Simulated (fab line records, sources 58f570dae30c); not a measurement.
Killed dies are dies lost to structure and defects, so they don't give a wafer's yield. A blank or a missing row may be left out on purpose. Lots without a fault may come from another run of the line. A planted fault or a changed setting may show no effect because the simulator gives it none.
fab line records | flow berkeley_cmos170 | part 2 of 2: steps 33 to 46 of 46
record lots=5 wafers=15 last_day=13
route steps=331 shown NWELL@17 PWELL@34 WELLDRIVE@55 ACTIVE@60
lots that met no fault: from a run of the same line without faults
start_h: hours from the record's first day to the start of the lot's first wafer shown | wait_h: hours since the lot's step before | " the same as in the row above | L1.1+2: a row that stands for several wafers | - no value, or no start given | * or withheld: withheld | < > ~ a bound
route shown NAME@n: a module of which the file shows steps, and the number in the route of the first | usual: mean/standard deviation of fault-free wafers | same: alike in all rows | chamber/n: place in a boat | sites: the reading at each site | _std_site: their standard deviation | _edge_site: outer sites' mean less inner sites' | radius_mm: how far each site lies from the wafer's centre | mask NAME#n: copy n | behind: the tool/chamber that last shaped the wafer | hold: why the lot was held/for how many hours/how that ended | device: the transistor (n, p or np) that didn't switch | end of line: the same wafers' tests at the end of the route | a step without rows: its recipe alone | killed: dies lost to structure and defects at the first sort, not the wafer's yield | map: a wafer's dies, x killed, . not, _ none there
set.NAME: the setting as run; set.NAME@STEP: as run at that earlier step | model.NAME: the simulator's own value behind a step, which no gauge read
lots at some steps of the route; a table a step, a row a wafer
services: from which hour (start_h, from the record's first day; less than 0 if before it) a tool's chamber was out of use, for how many hours, and why
## steps
# step UCB170_PWELL_IMPLANT_15
# recipe species=B dose_cm2=5e+12 energy_kev=60 tilt_deg=7
# usual end_station_pressure_torr=5.02e-06/2.5e-07 tilt_deg=7.006/0.021
# columns lot.wafer tool chamber start_h wait_h end_station_pressure_torr tilt_deg
L081.1 implanter-04 0 95.34 0.1 4.64e-06 6.962
L081.4 " 0 " " 4.96e-06 6.989
L081.6 " 0 " " 5.49e-06 6.988
L089.1 implanter-01 0 128.62 0.1 5.25e-06 6.998
L089.4 " 0 " " 4.87e-06 7.014
L089.6 " 0 " " 5.1e-06 7.010
L094.2 implanter-04 0 155.71 0.1 4.76e-06 6.992
L094.3 " 0 " " 5.23e-06 6.993
L094.4 " 0 " " 5.15e-06 6.981
L097.1 implanter-03 0 170.80 0.1 4.97e-06 7.006
L097.3 " 0 " " 4.87e-06 6.972
L097.5 " 0 " " 4.95e-06 7.009
L096.1 implanter-01 0 171.04 0.1 5.12e-06 7.019
L096.2 " 0 " " 5.18e-06 7.013
L096.3 " 0 " " 4.97e-06 7.030
# step UCB170_PWELL_STRIP_16
# recipe chemistry=O2 power_w=400 pressure_mtorr=3500 platen_temp_c=withheld o2_flow_sccm=400 overash_fraction=0.5
# usual drypump_motor_current_A=5.5/0.31 oes_product_au=0.721/0.0049 strip_time_to_endpoint_s=18.06/0.095
# columns lot.wafer tool chamber start_h wait_h drypump_motor_current_A oes_product_au rf_hours_counter_h strip_time_to_endpoint_s
L081.1 plasma_asher-04 1 95.49 0.1 6.0 0.733 35 18.05
L081.4 " 1 " " 6.0 0.723 - 17.98
L081.6 " 0 " " 5.3 0.717 - 18.14
L089.1 plasma_asher-04 0 128.77 0.1 5.3 0.718 38 18.02
L089.4 " 1 " " 6.0 0.715 - 17.97
L089.6 " 1 " " 6.0 0.729 - 18.03
L094.2 plasma_asher-04 1 155.84 0.1 6.0 0.718 41 18.14
L094.3 " 1 " " 6.0 0.726 - 18.13
L094.4 " 0 " " 5.3 0.717 - 18.05
L097.1 plasma_asher-01 1 170.95 0.1 5.8 0.728 50 18.25
L097.3 " 1 " " 5.8 0.710 - 18.21
L097.5 " 0 " " 5.0 0.725 - 18.19
L096.1 plasma_asher-02 0 171.19 0.1 5.4 0.717 5 17.94
L096.2 " 1 " " 5.4 0.720 5 17.99
L096.3 " 1 " " 5.4 0.727 - 17.98
# step UCB170_PWELL_TW_MEAS_17
# usual PWELL_TW=377.7/2.7
# columns lot.wafer tool chamber start_h wait_h PWELL_TW
L081.1 film_metro-02 - 95.59 0.1 379.7
L081.4 " - " " 379.2
L081.6 " - " " 379.5
L089.1 film_metro-03 - 128.87 0.1 374.9
L089.4 " - " " 373.7
L089.6 " - " " 375.5
L094.2 film_metro-02 - 155.95 0.1 381.8
L094.3 " - " " 380.6
L094.4 " - " " 380.8
L097.1 film_metro-03 - 171.05 0.1 374.5
L097.3 " - " " 377.1
L097.5 " - " " 374.4
L096.1 film_metro-01 - 171.29 0.1 378.1
L096.2 " - " " 380.1
L096.3 " - " " 379.3
# step UCB170_PWELL_CLEAN_18
# recipe chemistry=SPM temp_c=120 time_s=600
# columns lot.wafer tool chamber start_h wait_h
L081.1+4+6 wet_bench-01 0 95.65 0.1
L089.1+4+6 wet_bench-03 2 129.91 1.0
L094.2+3+4 wet_bench-02 1 156.13 0.2
L097.1+3+5 wet_bench-03 1 171.11 0.1
L096.1+2+3 wet_bench-01 3 174.69 3.4
# step UCB170_PWELL_WET_ETCH_19
# recipe chemistry=H3PO4 target=Si3N4 temp_c=160 time_s=14400
# columns lot.wafer tool chamber start_h wait_h
L081.1+4+6 wet_bench-03 0 95.93 0.1
L089.1+4+6 wet_bench-03 3 130.09 0.0
L094.2+3+4 wet_bench-02 2 156.66 0.3
L097.1+3+5 wet_bench-03 3 171.35 0.0
L096.1+2+3 wet_bench-01 1 174.87 0.0
# step UCB170_PWELL_WET_ETCH_20
# recipe chemistry=BOE dilution=5:1 target=SiO2 temp_c=25 time_s=22
# columns lot.wafer tool chamber start_h wait_h
L081.1+4+6 wet_bench-03 0 100.24 0.3
L089.1+4+6 wet_bench-01 0 134.10 0.0
L094.2+3+4 wet_bench-03 2 160.71 0.0
L097.1+3+5 wet_bench-02 2 175.84 0.1
L096.1+2+3 wet_bench-02 1 178.90 0.0
# step UCB170_WELLDRIVE_CLEAN_00
# recipe chemistry=SPM temp_c=120 time_s=600
# columns lot.wafer tool chamber start_h wait_h
L081.1+4+6 wet_bench-01 2 103.32 3.1
L089.1+4+6 wet_bench-03 3 134.12 0.0
L094.2+3+4 wet_bench-02 3 160.85 0.1
L097.1+3+5 wet_bench-02 1 175.86 0.0
L096.1+2+3 wet_bench-02 1 178.91 0.0
# step UCB170_WELLDRIVE_OXIDATION_01
# recipe temp_c=1100 ambient=O2 target_thk_a=1990 ox_time_s=9000
# columns lot.wafer tool chamber start_h wait_h
L081.1+4+6 furnace-02 0 106.08 2.5
L089.1+4+6 furnace-01 0 137.19 2.9
L094.2+3+4 furnace-01 0 163.08 2.0
L097.1+3+5 furnace-01 0 178.71 2.7
L096.1+2+3 furnace-04 0 182.21 3.1
# step UCB170_WELLDRIVE_THK_MEAS_02
# recipe reads=SiO2_of_WELLDRIVE_OXIDATION_01
# usual WELLDRIVE_OXIDE_THK=198/3.4
# columns lot.wafer tool chamber start_h wait_h WELLDRIVE_OXIDE_THK[nm]
L081.1 film_metro-03 - 109.58 0.0 201
L081.4 " - " " 198
L081.6 " - " " 197
L089.1 film_metro-02 - 140.69 0.0 198
L089.4 " - " " 200
L089.6 " - " " 198
L094.2 film_metro-04 - 166.59 0.0 196
L094.3 " - " " 198
L094.4 " - " " 202
L097.1 film_metro-02 - 182.21 0.0 195
L097.3 " - " " 190
L097.5 " - " " 192
L096.1 film_metro-04 - 185.71 0.0 197
L096.2 " - " " 197
L096.3 " - " " 197
# step UCB170_WELLDRIVE_ANNEAL_03
# recipe temp_c=1100 time_s=900 ambient=N2
# columns lot.wafer tool chamber start_h wait_h
L081.1+4+6 furnace-04 0 114.18 4.6
L089.1+4+6 furnace-02 0 144.63 3.9
L094.2+3+4 furnace-04 0 169.99 3.4
L096.1+2+3 furnace-01 0 186.88 1.2
L097.1+3+5 furnace-01 0 186.88 4.7
# step UCB170_WELLDRIVE_WET_ETCH_04
# recipe chemistry=BOE dilution=5:1 target=SiO2 temp_c=25 time_s=120
# columns lot.wafer tool chamber start_h wait_h
L081.1+4+6 wet_bench-03 2 116.72 1.3
L089.1+4+6 wet_bench-01 2 145.88 0.0
L094.2+3+4 wet_bench-03 3 171.30 0.1
L096.1+2+3 wet_bench-02 2 188.13 0.0
L097.1+3+5 wet_bench-02 0 188.13 0.0
# step UCB170_ACTIVE_CLEAN_00
# recipe chemistry=SPM temp_c=120 time_s=600
# columns lot.wafer tool chamber start_h wait_h
L081.1+4+6 wet_bench-03 1 116.77 0.0
L089.1+4+6 wet_bench-02 0 145.93 0.0
L094.2+3+4 wet_bench-02 2 174.56 3.2
L096.1+2+3 wet_bench-01 3 188.17 0.0
L097.1+3+5 wet_bench-01 2 188.17 0.0
# step UCB170_ACTIVE_CLEAN_01
# recipe chemistry=dHF dilution=25:1 time_s=60
# columns lot.wafer tool chamber start_h wait_h
L081.1+4+6 wet_bench-03 2 117.30 0.3
L089.1+4+6 wet_bench-01 3 146.11 0.0
L094.2+3+4 wet_bench-02 2 174.81 0.1
L096.1+2+3 wet_bench-02 2 188.36 0.0
L097.1+3+5 wet_bench-02 2 188.36 0.0
# step UCB170_ACTIVE_OXIDATION_02
# recipe temp_c=1000 ambient=O2 target_thk_a=264 ox_time_s=1260
# columns lot.wafer tool chamber start_h wait_h
L081.1+4+6 furnace-04 0 121.11 3.8
L089.1+4+6 furnace-02 0 150.13 4.0
L094.2+3+4 furnace-02 0 176.93 2.1
L096.1+2+3 furnace-02 0 191.95 3.6
L097.1+3+5 furnace-02 0 191.95 3.6
## services
# columns tool chamber start_h hours kind
krf_scanner-02 - 46.73 0.8 pm
krf_scanner-01 - 51.91 2.1 repair
krf_scanner-01 - 53.97 1.3 pm
krf_scanner-02 - 55.27 36.0 pm
rie_diel-04 2 58.97 7.1 repair
furnace-01 - 60.60 4.7 pm
implanter-02 - 64.58 2.6 repair
plasma_asher-04 - 66.13 14.6 pm
furnace-04 - 70.45 4.1 pm
furnace-02 - 72.44 2.8 pm
krf_scanner-01 - 77.77 1.0 repair
rie_diel-01 1 105.89 20.4 repair
implanter-04 - 115.35 9.5 repair
krf_scanner-01 - 118.72 4.0 pm
implanter-04 - 119.21 0.6 repair
rie_diel-01 - 123.73 1.0 repair
krf_scanner-01 - 123.77 1.9 repair
krf_scanner-01 - 124.70 1.5 repair
krf_scanner-02 - 132.79 1.3 pm
plasma_asher-04 - 137.63 0.6 repair
krf_scanner-02 - 164.89 4.0 pm
krf_scanner-02 - 168.91 0.8 pm
krf_scanner-02 - 170.39 1.0 pm
implanter-04 - 172.37 9.8 pm
